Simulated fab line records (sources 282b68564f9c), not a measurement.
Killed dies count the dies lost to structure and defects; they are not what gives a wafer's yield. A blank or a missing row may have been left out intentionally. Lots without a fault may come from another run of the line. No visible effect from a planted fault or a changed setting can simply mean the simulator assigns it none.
Which tool did it? ; flow ritCmos ; 45 wafers from 15 lots sampled at 5 of the route's 202 steps

== WHAT EACH GAUGE READ, for each wafer ==
RIT_PSD_TW_MEAS_10.
lot;measured;on;PSD_TW
L200;day 3 01:49;filmMetro-02;3394 3398 3393
L201;day 3 07:28;filmMetro-02;3395 3386 3390
L202;day 3 15:13;filmMetro-01;3441 3440 3449
L203;day 3 19:46;filmMetro-01;3449 3447 3437
L204;day 3 21:47;filmMetro-03;3400 3398 3407
L205;day 4 03:01;filmMetro-03;3372 3385 3401
L207;day 4 17:20;filmMetro-03;3415 3398 3398
L208;day 4 17:49;filmMetro-01;3482 3466 3457
L209;day 4 21:28;filmMetro-02;3413 3408 3429
L216;day 6 13:20;filmMetro-02;3388 3421 3408
L217;day 6 14:38;filmMetro-02;3402 3392 3418
L218;day 6 18:32;filmMetro-01;3447 3460 3441
L219;day 7 01:06;filmMetro-01;3449 3454 3477
L221;day 7 10:03;filmMetro-01;3466 3472 3479
L222;day 7 15:25;filmMetro-01;3444 3453 3450

RIT_SDANNEAL_RS_MEAS_04: uses a four-point probe to measure.
lot;measured;on;PSD_RS (ohm/sq)
L200;day 3 02:19;filmMetro-03;114.99 115.77 115.76
L201;day 3 07:57;filmMetro-01;115.74 115.64 115.87
L202;day 3 15:43;filmMetro-01;116.34 116.09 116.03
L203;day 3 20:16;filmMetro-03;115.52 115.79 115.74
L204;day 3 22:16;filmMetro-03;115.46 115.72 115.51
L205;day 4 03:32;filmMetro-02;115.94 115.55 115.92
L207;day 4 17:50;filmMetro-03;115.63 115.54 115.67
L208;day 4 18:20;filmMetro-02;115.58 115.90 116.02
L209;day 4 22:00;filmMetro-02;115.87 116.40 116.09
L216;day 6 13:49;filmMetro-01;116.28 116.57 116.53
L217;day 6 15:08;filmMetro-01;144.33 144.22 144.08 144.06 144.22 144.35
L218;day 6 19:01;filmMetro-01;115.64 116.24 115.89
L219;day 7 01:39;filmMetro-03;143.96 144.41 144.38 144.24 144.34 144.35
L221;day 7 10:34;filmMetro-02;144.31 144.35 144.20 143.74 144.57 144.66
L222;day 7 15:56;filmMetro-02;115.83 116.16 116.10

RIT_SILICIDE_THK_MEAS_03: measures by xrf.
lot;measured;on;SILICIDE_TI_THK (nm)
L200;day 3 03:04;filmMetro-04;30.6 30.1 30.2
L201;day 3 08:43;filmMetro-04;29.9 29.6 29.9
L202;day 3 16:28;filmMetro-04;29.7 29.8 29.8
L203;day 3 21:01;filmMetro-04;29.2 29.6 29.4
L204;day 3 23:02;filmMetro-04;29.5 29.8 29.5
L205;day 4 04:17;filmMetro-03;29.8 29.9 30.4
L207;day 4 18:35;filmMetro-03;29.5 30.1 29.8
L208;day 4 19:05;filmMetro-04;29.4 29.8 29.8
L209;day 4 22:44;filmMetro-04;30.4 30.1 30.5
L216;day 6 14:34;filmMetro-04;30.0 30.3 30.2
L218;day 6 19:47;filmMetro-04;30.2 30.4 30.5
L222;day 7 16:40;filmMetro-01;29.4 29.4 29.6

== TOOL THAT RAN EACH LOT (tool first, then ch and the chambers of the sampled wafers, then the start) ==
lot;RIT_GATE_STRIP_20;RIT_SDANNEAL_RTA_03
L200;plasmaAsher-02 ch 0,1, day 2 13:03;rtpAnneal-02 ch 0, day 3 02:15
L201;plasmaAsher-01 ch 0,1, day 2 18:49;rtpAnneal-01 ch 0, day 3 07:53
L202;plasmaAsher-01 ch 0,1, day 3 01:57;rtpAnneal-02 ch 0, day 3 15:38
L203;plasmaAsher-01 ch 0,1, day 3 07:26;rtpAnneal-01 ch 0, day 3 20:11
L204;plasmaAsher-04 ch 0,1, day 3 10:16;rtpAnneal-02 ch 0, day 3 22:13
L205;plasmaAsher-02 ch 0,1, day 3 15:12;rtpAnneal-01 ch 0, day 4 03:28
L207;plasmaAsher-02 ch 0,1, day 4 04:34;rtpAnneal-01 ch 0, day 4 17:46
L208;plasmaAsher-01 ch 0,1, day 4 06:06;rtpAnneal-02 ch 0, day 4 18:16
L209;plasmaAsher-01 ch 0,1, day 4 09:39;rtpAnneal-01 ch 0, day 4 21:55
L216;plasmaAsher-02 ch 0,1, day 6 00:32;rtpAnneal-01 ch 0, day 6 13:45
L217;plasmaAsher-04 ch 0,1, day 6 02:29;rtpAnneal-02 ch 0, day 6 15:04
L218;plasmaAsher-01 ch 0,1, day 6 06:23;rtpAnneal-01 ch 0, day 6 18:58
L219;plasmaAsher-04 ch 0,1, day 6 12:05;rtpAnneal-02 ch 0, day 7 01:35
L221;plasmaAsher-02 ch 0,1, day 6 22:12;rtpAnneal-02 ch 0, day 7 10:29
L222;plasmaAsher-04 ch 0,1, day 7 03:20;rtpAnneal-01 ch 0, day 7 15:51
- RIT_GATE_STRIP_20: strips in O2, time 180 s.
- RIT_SDANNEAL_RTA_03: time 5 s.

== AS READ BY THE TOOLS THEMSELVES (means over the sampled wafers that have a number; for cases with no such wafer, the mark the record gives instead) ==
RIT_GATE_STRIP_20.
lot;tool;drypumpMotorCurrentA (A);rfReflPowerW (W)
L200;plasmaAsher-02;6.2;5.8
L201;plasmaAsher-01;6.1;7.3
L202;plasmaAsher-01;6.1;7.8
L203;plasmaAsher-01;6.0;7.5
L204;plasmaAsher-04;6.4;6.7
L205;plasmaAsher-02;5.5;6.6
L207;plasmaAsher-02;6.2;5.8
L208;plasmaAsher-01;6.1;7.6
L209;plasmaAsher-01;6.1;7.8
L216;plasmaAsher-02;6.1;5.6
L217;plasmaAsher-04;6.4;6.6
L218;plasmaAsher-01;6.0;7.1
L219;plasmaAsher-04;6.4;6.8
L221;plasmaAsher-02;6.2;6.0
L222;plasmaAsher-04;6.3;6.6

RIT_SDANNEAL_RTA_03.
lot;tool;wafer_temp_C_max
L200;rtpAnneal-02;1053.8
L201;rtpAnneal-01;1053.9
L202;rtpAnneal-02;1052.3
L203;rtpAnneal-01;1054.0
L204;rtpAnneal-02;1052.3
L205;rtpAnneal-01;1055.0
L207;rtpAnneal-01;1054.4
L208;rtpAnneal-02;1053.1
L209;rtpAnneal-01;1053.4
L216;rtpAnneal-01;1054.0
L217;rtpAnneal-02;1013.5
L218;rtpAnneal-01;1052.6
L219;rtpAnneal-02;1014.5
L221;rtpAnneal-02;1013.8
L222;rtpAnneal-01;1054.1

== THE ANSWER, worked out from the rows above alone ==
Rule: usual is defined by the lots themselves. The widest of any qualifying gaps counts: lots, ordered by their means at a reading, are off when they make up no more than a third of the lots, leave a main group of 4 or more, and stand apart from it by 3 or more times the standard deviation of that group's means. A main group whose means are all the same, to the digits that the tables above print for the reading, isn't used. Also off: a lot with no number at a reading for which 4 or more lots have one. The other lots that the step has rows for count as sound. After the gauges, taken in route order, come the tools' own readings; for these a lot's mean is taken, as printed above. At the first step where some lot is off, the reading lying furthest off is the one used; lots without a number count as furthest.
Off: L217, L219, L221, seen at RIT_SDANNEAL_RS_MEAS_04 (PSD_RS). Main group: mean 115.87 ohm/sq, sd 0.27.
If a tool, at a process step before that reading, ran all the lots that are off and no sound lot after the first of them, it fits. The gauges at RIT_SDANNEAL_RS_MEAS_04 aren't tried: what is off there is off at RIT_SDANNEAL_RTA_03 too, on other tools, and a gauge's error can't cause that. One fits: RIT_SDANNEAL_RTA_03 on rtpAnneal-02. Its last sound lot is L208 (day 4 18:16), its first lot that is off L217 (day 6 15:04): a fault that began between those two fits.
On the lots that are off, the tool's own readings at RIT_SDANNEAL_RTA_03 differ by more than 5 times the standard deviation of the sound lots' means, which bears it out; wafer_temp_C_max reads 1013.9 there versus 1053.6 on the sound lots.

== WHAT WAS PUT IN BY THE SIMULATOR ==
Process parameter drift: rtpAnneal-02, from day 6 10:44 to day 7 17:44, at RIT_SDANNEAL_RTA_03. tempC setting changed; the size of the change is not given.
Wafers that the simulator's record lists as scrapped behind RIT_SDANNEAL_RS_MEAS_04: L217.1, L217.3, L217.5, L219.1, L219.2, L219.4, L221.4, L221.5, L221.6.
Lots struck among those shown: L217, L219, L221. The rule above found the same.
